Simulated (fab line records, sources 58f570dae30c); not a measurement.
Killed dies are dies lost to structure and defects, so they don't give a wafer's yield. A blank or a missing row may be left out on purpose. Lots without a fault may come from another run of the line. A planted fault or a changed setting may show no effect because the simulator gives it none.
fab line records | flow berkeley_cmos170
record lots=14 wafers=42 last_day=11
route steps=331 shown M2@289
lots that met no fault: from a run of the same line without faults
start_h: hours from the record's first day to the start of the lot's first wafer shown | wait_h: hours since the lot's step before | " the same as in the row above | L1.1+2: a row that stands for several wafers | - no value, or no start given | * or withheld: withheld | < > ~ a bound
route shown NAME@n: a module of which the file shows steps, and the number in the route of the first | usual: mean/standard deviation of fault-free wafers | same: alike in all rows | chamber/n: place in a boat | sites: the reading at each site | _std_site: their standard deviation | _edge_site: outer sites' mean less inner sites' | radius_mm: how far each site lies from the wafer's centre | mask NAME#n: copy n | behind: the tool/chamber that last shaped the wafer | hold: why the lot was held/for how many hours/how that ended | device: the transistor (n, p or np) that didn't switch | end of line: the same wafers' tests at the end of the route | a step without rows: its recipe alone | killed: dies lost to structure and defects at the first sort, not the wafer's yield | map: a wafer's dies, x killed, . not, _ none there
set.NAME: the setting as run; set.NAME@STEP: as run at that earlier step | model.NAME: the simulator's own value behind a step, which no gauge read
steps of the route over a sample of lots; a table a step, a row a wafer
services: from which hour (start_h, from the record's first day; less than 0 if before it) a tool's chamber was out of use, for how many hours, and why
## steps
# step UCB170_M2_METAL_ETCH_18
# recipe chemistry=Cl2/BCl3 target=Al stop_on=SiO2 pressure_mtorr=12 target_depth_a=11700 over_etch_frac=0.3 time_s=195 icp_w=600 bias_w=120 Cl2_flow_sccm=90 bcl3_flow_sccm=45
# usual bcl3_flow_sccm=45.00/0.13 drypump_motor_current_A=5.5/0.5 he_backside_leak_sccm=3.3/0.38 mfc_cl2_sccm=90.01/0.26 oes_product_au=0.855/0.013 throttle_valve_pct=24.32/0.1
# same over_etch_frac=0.3
# columns lot.wafer tool chamber start_h wait_h bcl3_flow_sccm drypump_motor_current_A he_backside_leak_sccm mfc_cl2_sccm oes_product_au rf_hours_counter_h throttle_valve_pct
L374.2 rie_metal-01 1 152.67 - 45.20 6.5 3.4 89.87 0.848 5.1 24.44
L374.3 " 1 " " 45.32 6.5 3.3 90.09 0.847 - 24.46
L374.5 " 0 " " 45.09 5.3 3.5 89.60 0.831 - 24.37
L373.2 rie_metal-04 1 153.01 - 45.00 5.5 3.2 89.95 0.855 2.8 24.46
L373.3 " 0 " " 45.04 5.8 3.1 90.12 0.874 - 24.32
L373.5 " 1 " " 44.93 5.5 3.1 90.23 0.855 - 24.44
L376.1 rie_metal-02 0 168.19 - 44.80 5.6 3.1 89.52 0.850 7.4 24.22
L376.2 " 1 " " 44.91 4.8 3.5 89.93 0.867 6.6 24.17
L376.3 " 1 " " 45.02 4.8 3.1 90.17 0.864 - 24.18
L375.2 rie_metal-04 1 168.56 - 45.05 5.5 3.3 90.00 0.843 3.2 24.45
L375.4 " 0 " " 44.83 5.8 3.1 89.88 0.877 - 24.32
L375.6 " 1 " " 45.05 5.5 3.4 90.19 0.853 - 24.44
L377.1 rie_metal-02 0 182.78 - 44.81 5.6 3.0 90.20 0.845 7.8 24.23
L377.2 " 1 " " 44.86 4.8 3.5 90.28 0.857 7.0 24.20
L377.5 " 1 " " 44.91 4.8 3.7 90.35 0.845 - 24.20
L378.1 rie_metal-01 1 183.10 - 44.93 6.4 3.3 89.70 0.839 6.0 24.44
L378.4 " 0 " " 45.09 5.3 3.5 89.47 0.832 - 24.39
L378.5 " 1 " " 44.99 6.4 3.2 89.81 0.843 - 24.43
L379.1 rie_metal-04 0 193.09 - 45.00 5.8 2.9 89.82 0.884 2.1 24.33
L379.2 " 1 " " 45.13 5.5 3.5 90.10 0.850 3.4 24.46
L379.6 " 1 " " 44.82 5.5 3.3 89.97 0.851 - 24.43
L381.1 rie_metal-04 1 207.43 - 45.11 5.5 3.1 89.58 0.862 3.7 24.44
L381.3 " 1 " " 45.10 5.5 3.2 89.66 0.864 - 24.44
L381.5 " 1 " " 45.24 5.5 3.2 89.66 0.855 - 24.44
L380.1 rie_metal-02 1 207.67 - 45.14 4.8 3.5 90.31 0.860 7.6 24.18
L380.4 " 0 " " 45.04 5.6 3.2 89.49 0.843 - 24.22
L380.6 " 0 " " 45.00 5.6 3.2 89.78 0.839 - 24.23
L382.1 rie_metal-01 1 209.52 - 45.15 6.5 3.3 90.27 0.854 6.5 24.43
L382.3 " 1 " " 45.25 6.4 3.3 90.10 0.867 - 24.45
L382.6 " 0 " " 44.85 5.3 3.4 89.92 0.844 - 24.39
L387.1 rie_metal-02 1 221.55 - 45.05 4.8 3.3 90.05 0.852 8.4 24.18
L387.2 " 0 " " 45.12 5.6 3.1 90.08 0.845 9.2 24.23
L387.3 " 0 " " 45.09 5.6 3.1 90.20 0.842 - 24.22
L385.1 rie_metal-04 1 229.68 - 44.99 5.5 3.2 90.30 0.859 4.4 24.46
L385.3 " 0 " " 45.11 5.8 3.0 89.90 0.878 - 24.32
L385.4 " 1 " " 44.89 5.5 3.4 89.70 0.856 - 24.45
L390.2 rie_metal-02 0 242.33 - 45.08 5.6 3.3 90.17 0.843 9.8 24.22
L390.3 " 0 " " 45.25 5.6 3.1 90.12 0.843 - 24.22
L390.6 " 1 " " 44.95 4.8 3.5 90.27 0.856 - 24.17
L391.2 rie_metal-02 1 254.59 - 45.01 4.8 3.5 90.20 0.875 9.2 24.17
L391.3 " 1 " " 45.04 4.8 3.6 89.98 0.856 - 24.17
L391.6 " 1 " " 45.10 4.8 6.3 89.91 0.867 - 24.17
# step UCB170_M2_STRIP_19
# recipe chemistry=O2 power_w=400 pressure_mtorr=3500 platen_temp_c=withheld o2_flow_sccm=400 overash_fraction=0.5
# usual drypump_motor_current_A=5.7/0.39 oes_product_au=0.547/0.013
# columns lot.wafer tool chamber start_h wait_h drypump_motor_current_A oes_product_au rf_hours_counter_h
L374.2 plasma_asher-01 1 152.86 0.1 5.2 0.543 4
L374.3 " 1 " " 5.2 0.533 -
L374.5 " 1 " " 5.2 0.536 -
L373.2 plasma_asher-03 1 153.20 0.1 5.5 0.526 38
L373.3 " 0 " " 5.6 0.551 -
L373.5 " 0 " " 5.6 0.528 -
L376.1 plasma_asher-01 0 168.38 0.1 5.5 0.555 5
L376.2 " 1 " " 5.2 0.553 5
L376.3 " 0 " " 5.5 0.550 -
L375.2 plasma_asher-02 1 168.74 0.1 5.8 0.531 53
L375.4 " 1 " " 5.8 0.550 -
L375.6 " 1 " " 5.8 0.524 -
L377.1 plasma_asher-03 0 182.97 0.1 5.6 0.562 41
L377.2 " 1 " " 5.5 0.546 41
L377.5 " 0 " " 5.6 0.549 -
L378.1 plasma_asher-03 1 183.28 0.1 5.5 0.544 41
L378.4 " 0 " " 5.6 0.542 -
L378.5 " 1 " " 5.5 0.533 -
L379.1 plasma_asher-01 0 193.28 0.1 5.4 0.575 7
L379.2 " 1 " " 5.2 0.530 7
L379.6 " 1 " " 5.2 0.527 -
L381.1 plasma_asher-01 1 207.62 0.1 5.2 0.520 9
L381.3 " 1 " " 5.2 0.512 -
L381.5 " 1 " " 5.2 0.515 -
L380.1 plasma_asher-02 0 207.86 0.1 6.5 0.553 57
L380.4 " 0 " " 6.5 0.564 -
L380.6 " 1 " " 5.8 0.557 -
L382.1 plasma_asher-02 1 209.71 0.1 5.8 0.539 57
L382.3 " 0 " " 6.5 0.548 -
L382.6 " 1 " " 5.8 0.540 -
L387.1 plasma_asher-03 1 221.74 0.1 5.5 0.556 46
L387.2 " 0 " " 5.6 0.549 46
L387.3 " 1 " " 5.5 0.552 -
L385.1 plasma_asher-01 0 229.86 0.1 5.4 0.531 11
L385.3 " 0 " " 5.4 0.559 -
L385.4 " 1 " " 5.2 0.522 -
L390.2 plasma_asher-03 1 242.52 0.1 5.5 0.312 48
L390.3 " 0 " " 5.6 0.320 -
L390.6 " 0 " " 5.6 0.317 -
L391.2 plasma_asher-01 0 254.78 0.1 5.5 0.312 14
L391.3 " 1 " " 5.2 0.316 -
L391.6 " 1 " " 5.2 0.311 -
# step UCB170_M2_CD_MEAS_90
# recipe target_cd_nm=700
# usual cd_nm=699/3.2
# columns lot.wafer tool chamber start_h wait_h cd_nm
L374.2 cd_sem-02 - 152.98 0.1 697
L374.3 " - " " 699
L374.5 " - " " 698
L373.2 cd_sem-01 - 153.32 0.1 701
L373.3 " - " " 700
L373.5 " - " " 703
L376.1 cd_sem-02 - 168.48 0.1 705
L376.2 " - " " 698
L376.3 " - " " 696
L375.2 cd_sem-02 - 168.86 0.1 704
L375.4 " - " " 700
L375.6 " - " " 699
L377.1 cd_sem-01 - 183.07 0.1 701
L377.2 " - " " 693
L377.5 " - " " 696
L378.1 cd_sem-02 - 183.38 0.1 699
L378.4 " - " " 701
L378.5 " - " " 699
L379.1 cd_sem-02 - 193.38 0.1 702
L379.2 " - " " 705
L379.6 " - " " 702
L381.1 cd_sem-02 - 207.72 0.1 705
L381.3 " - " " 706
L381.5 " - " " 708
L380.1 cd_sem-02 - 207.96 0.1 692
L380.4 " - " " 699
L380.6 " - " " 697
L382.1 cd_sem-01 - 209.81 0.1 701
L382.3 " - " " 699
L382.6 " - " " 701
L387.1 cd_sem-02 - 221.87 0.1 698
L387.2 " - " " 702
L387.3 " - " " 701
L385.1 cd_sem-02 - 229.96 0.1 698
L385.3 " - " " 700
L385.4 " - " " 698
L390.2 cd_sem-02 - 242.64 0.1 677
L390.3 " - " " 680
L390.6 " - " " 672
L391.2 cd_sem-02 - 254.90 0.1 674
L391.3 " - " " 674
L391.6 " - " " 673
## services
# columns tool chamber start_h hours kind
rie_metal-02 - 146.70 14.6 pm
plasma_asher-01 - 160.74 2.9 repair
rie_metal-04 1 182.24 6.2 repair
plasma_asher-01 - 182.52 1.3 repair
rie_metal-01 - 213.99 4.3 pm
rie_metal-02 - 231.31 2.8 pm
## key
first_sign step=UCB170_M2_STRIP_19 reading=oes_product_au direction=down sigmas=19 usual=0.547 struck=0.315
effect step=UCB170_M2_CD_MEAS_90 reading=cd_nm direction=down sigmas=7.8 usual=699 struck=675
met_at UCB170_M2_METAL_ETCH_18
struck_lots L390,L391
onset_between 221.55 242.33
also_fits time
fault kind=process_parameter_drift tool=rie_metal-02 chamber=- onset_h=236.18 steps=UCB170_M2_METAL_ETCH_18 channel=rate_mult offset=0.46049 shape=step end_h=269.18
